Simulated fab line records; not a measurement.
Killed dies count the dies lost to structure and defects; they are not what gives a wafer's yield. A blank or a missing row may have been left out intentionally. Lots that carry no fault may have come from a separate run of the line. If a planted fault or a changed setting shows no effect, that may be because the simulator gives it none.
What tool caused it? || flow ritCmos || 14 lots with 42 wafers sampled at 3 steps, on a route of 202 steps

WHAT THE GAUGES SHOWED, per wafer
RIT_PSD_TW_MEAS_10. Usual: PSD_TW typically reads 3380, with standard deviation 20.
{"lot": "L577", "measured": "day 3 02:43", "on": "filmMetro-04", "PSD_TW": "3371 3402 3372", "flag": ""}
{"lot": "L578", "measured": "day 3 08:33", "on": "filmMetro-02", "PSD_TW": "3413 3419 3398", "flag": ""}
{"lot": "L580", "measured": "day 3 19:32", "on": "filmMetro-04", "PSD_TW": "3364 3378 3360", "flag": ""}
{"lot": "L581", "measured": "day 3 21:25", "on": "filmMetro-04", "PSD_TW": "3382 3365 3393", "flag": ""}
{"lot": "L586", "measured": "day 4 22:10", "on": "filmMetro-02", "PSD_TW": "3566 3565 3587", "flag": "OFF"}
{"lot": "L587", "measured": "day 5 04:04", "on": "filmMetro-02", "PSD_TW": "3564 3559 3566", "flag": "OFF"}
{"lot": "L588", "measured": "day 5 09:33", "on": "filmMetro-04", "PSD_TW": "3361 3368 3367", "flag": ""}
{"lot": "L589", "measured": "day 5 14:22", "on": "filmMetro-04", "PSD_TW": "3371 3382 3387", "flag": ""}
{"lot": "L590", "measured": "day 5 20:56", "on": "filmMetro-02", "PSD_TW": "3398 3375 3388", "flag": ""}
{"lot": "L592", "measured": "day 6 08:04", "on": "filmMetro-02", "PSD_TW": "3422 3407 3407", "flag": ""}
{"lot": "L593", "measured": "day 6 11:20", "on": "filmMetro-03", "PSD_TW": "3340 3350 3358", "flag": ""}
{"lot": "L597", "measured": "day 7 07:05", "on": "filmMetro-03", "PSD_TW": "3352 3359 3372", "flag": ""}
{"lot": "L598", "measured": "day 7 12:09", "on": "filmMetro-02", "PSD_TW": "3416 3396 3399", "flag": ""}
{"lot": "L600", "measured": "day 7 23:05", "on": "filmMetro-04", "PSD_TW": "3382 3391 3372", "flag": ""}

RIT_SDANNEAL_RS_MEAS_04: measurement is done with a four-point probe. Usual: PSD_RS typically reads 115.9 ohm/sq, with standard deviation 0.3.
{"lot": "L577", "measured": "day 3 03:14", "on": "filmMetro-03", "PSD_RS (ohm/sq)": "115.5 115.5 115.5", "flag": ""}
{"lot": "L578", "measured": "day 3 09:02", "on": "filmMetro-03", "PSD_RS (ohm/sq)": "116.0 115.8 116.1", "flag": ""}
{"lot": "L580", "measured": "day 3 20:02", "on": "filmMetro-04", "PSD_RS (ohm/sq)": "116.5 116.8 116.2", "flag": ""}
{"lot": "L581", "measured": "day 3 21:57", "on": "filmMetro-02", "PSD_RS (ohm/sq)": "115.8 116.0 116.0", "flag": ""}
{"lot": "L586", "measured": "day 4 22:40", "on": "filmMetro-02", "PSD_RS (ohm/sq)": "103.9 103.9 104.2", "flag": "OFF"}
{"lot": "L587", "measured": "day 5 04:36", "on": "filmMetro-02", "PSD_RS (ohm/sq)": "104.3 104.2 104.4", "flag": "OFF"}
{"lot": "L588", "measured": "day 5 10:02", "on": "filmMetro-03", "PSD_RS (ohm/sq)": "116.4 115.6 115.9", "flag": ""}
{"lot": "L589", "measured": "day 5 14:52", "on": "filmMetro-03", "PSD_RS (ohm/sq)": "116.0 115.9 115.7", "flag": ""}
{"lot": "L590", "measured": "day 5 21:26", "on": "filmMetro-02", "PSD_RS (ohm/sq)": "115.8 115.7 115.5", "flag": ""}
{"lot": "L592", "measured": "day 6 08:33", "on": "filmMetro-04", "PSD_RS (ohm/sq)": "115.9 116.4 115.9", "flag": ""}
{"lot": "L593", "measured": "day 6 11:50", "on": "filmMetro-04", "PSD_RS (ohm/sq)": "116.1 115.9 116.3", "flag": ""}
{"lot": "L597", "measured": "day 7 07:36", "on": "filmMetro-04", "PSD_RS (ohm/sq)": "116.5 116.3 116.0", "flag": ""}
{"lot": "L598", "measured": "day 7 12:44", "on": "filmMetro-03", "PSD_RS (ohm/sq)": "116.0 115.8 116.1", "flag": ""}
{"lot": "L600", "measured": "day 7 23:36", "on": "filmMetro-04", "PSD_RS (ohm/sq)": "116.2 116.1 116.1", "flag": ""}

WHAT TOOL EACH LOT RAN ON (gives the tool, then ch and the chambers of the sampled wafers, and finally the start)
{"lot": "L577", "RIT_PSD_IMPLANT_08": "implanter-04 ch 0, day 3 02:26"}
{"lot": "L578", "RIT_PSD_IMPLANT_08": "implanter-01 ch 0, day 3 08:13"}
{"lot": "L580", "RIT_PSD_IMPLANT_08": "implanter-04 ch 0, day 3 19:13"}
{"lot": "L581", "RIT_PSD_IMPLANT_08": "implanter-01 ch 0, day 3 21:07"}
{"lot": "L586", "RIT_PSD_IMPLANT_08": "implanter-01 ch 0, day 4 21:52"}
{"lot": "L587", "RIT_PSD_IMPLANT_08": "implanter-01 ch 0, day 5 03:46"}
{"lot": "L588", "RIT_PSD_IMPLANT_08": "implanter-03 ch 0, day 5 09:13"}
{"lot": "L589", "RIT_PSD_IMPLANT_08": "implanter-03 ch 0, day 5 14:04"}
{"lot": "L590", "RIT_PSD_IMPLANT_08": "implanter-04 ch 0, day 5 20:38"}
{"lot": "L592", "RIT_PSD_IMPLANT_08": "implanter-04 ch 0, day 6 07:44"}
{"lot": "L593", "RIT_PSD_IMPLANT_08": "implanter-04 ch 0, day 6 11:01"}
{"lot": "L597", "RIT_PSD_IMPLANT_08": "implanter-03 ch 0, day 7 06:47"}
{"lot": "L598", "RIT_PSD_IMPLANT_08": "implanter-04 ch 0, day 7 11:52"}
{"lot": "L600", "RIT_PSD_IMPLANT_08": "implanter-04 ch 0, day 7 22:47"}
- RIT_PSD_IMPLANT_08

WHAT THE TOOLS THEMSELVES READ (means of the sampled wafers that have a number; where no wafer has one, the mark that the record gives instead)
RIT_PSD_IMPLANT_08. Usual: beamEnergyKeV 26.999, standard deviation 0.0081.
{"lot": "L577", "tool": "implanter-04", "beamEnergyKeV": 27.009, "flag": ""}
{"lot": "L578", "tool": "implanter-01", "beamEnergyKeV": 26.995, "flag": ""}
{"lot": "L580", "tool": "implanter-04", "beamEnergyKeV": 27.000, "flag": ""}
{"lot": "L581", "tool": "implanter-01", "beamEnergyKeV": 27.001, "flag": ""}
{"lot": "L586", "tool": "implanter-01", "beamEnergyKeV": 32.933, "flag": "OFF"}
{"lot": "L587", "tool": "implanter-01", "beamEnergyKeV": 32.954, "flag": "OFF"}
{"lot": "L588", "tool": "implanter-03", "beamEnergyKeV": 26.996, "flag": ""}
{"lot": "L589", "tool": "implanter-03", "beamEnergyKeV": 26.993, "flag": ""}
{"lot": "L590", "tool": "implanter-04", "beamEnergyKeV": 27.009, "flag": ""}
{"lot": "L592", "tool": "implanter-04", "beamEnergyKeV": 27.000, "flag": ""}
{"lot": "L593", "tool": "implanter-04", "beamEnergyKeV": 27.005, "flag": ""}
{"lot": "L597", "tool": "implanter-03", "beamEnergyKeV": 26.996, "flag": ""}
{"lot": "L598", "tool": "implanter-04", "beamEnergyKeV": 27.002, "flag": ""}
{"lot": "L600", "tool": "implanter-04", "beamEnergyKeV": 26.993, "flag": ""}

THE ANSWER, worked out from the rows above alone
Rule: take the mean of a lot's wafers that have a number; if it is more than 3 standard deviations from the usual mean, the lot is off. A lot without any number at a reading at which 4 lots or more have one is off too. The other lots that the step has rows for count as sound. The gauges are gone through in route order, then the tools' own readings, and for those a lot's mean is taken as printed above. The first step at which some lot is off is used, and at that step the reading that is off furthest; a lot without a number counts as furthest.
Off: L586, L587, seen at RIT_PSD_TW_MEAS_10 (PSD_TW).
A tool fits if, at a process step before that reading, it ran every lot that is off, and no sound lot after the first of them. Not tried: the gauges at RIT_PSD_TW_MEAS_10; whatever is off there is also off at RIT_PSD_IMPLANT_08, on other tools, and gauge error can't account for it. One fits: RIT_PSD_IMPLANT_08 on implanter-01. Its last sound lot is L581 (day 3 21:07), its first lot that is off L586 (day 4 21:52): a fault that began between those two fits.
On the lots that are off, the tool's own readings at RIT_PSD_IMPLANT_08 differ by more than 5 times the standard deviation of the sound lots' means, which bears it out; beamEnergyKeV reads 32.944 there versus 27.000 on the sound lots.

WHAT THE SIMULATOR PUT IN
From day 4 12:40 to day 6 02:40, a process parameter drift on implanter-01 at RIT_PSD_IMPLANT_08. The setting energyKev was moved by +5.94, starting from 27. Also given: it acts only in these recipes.
Struck lots among those shown: L586, L587. The same result came from the rule above.
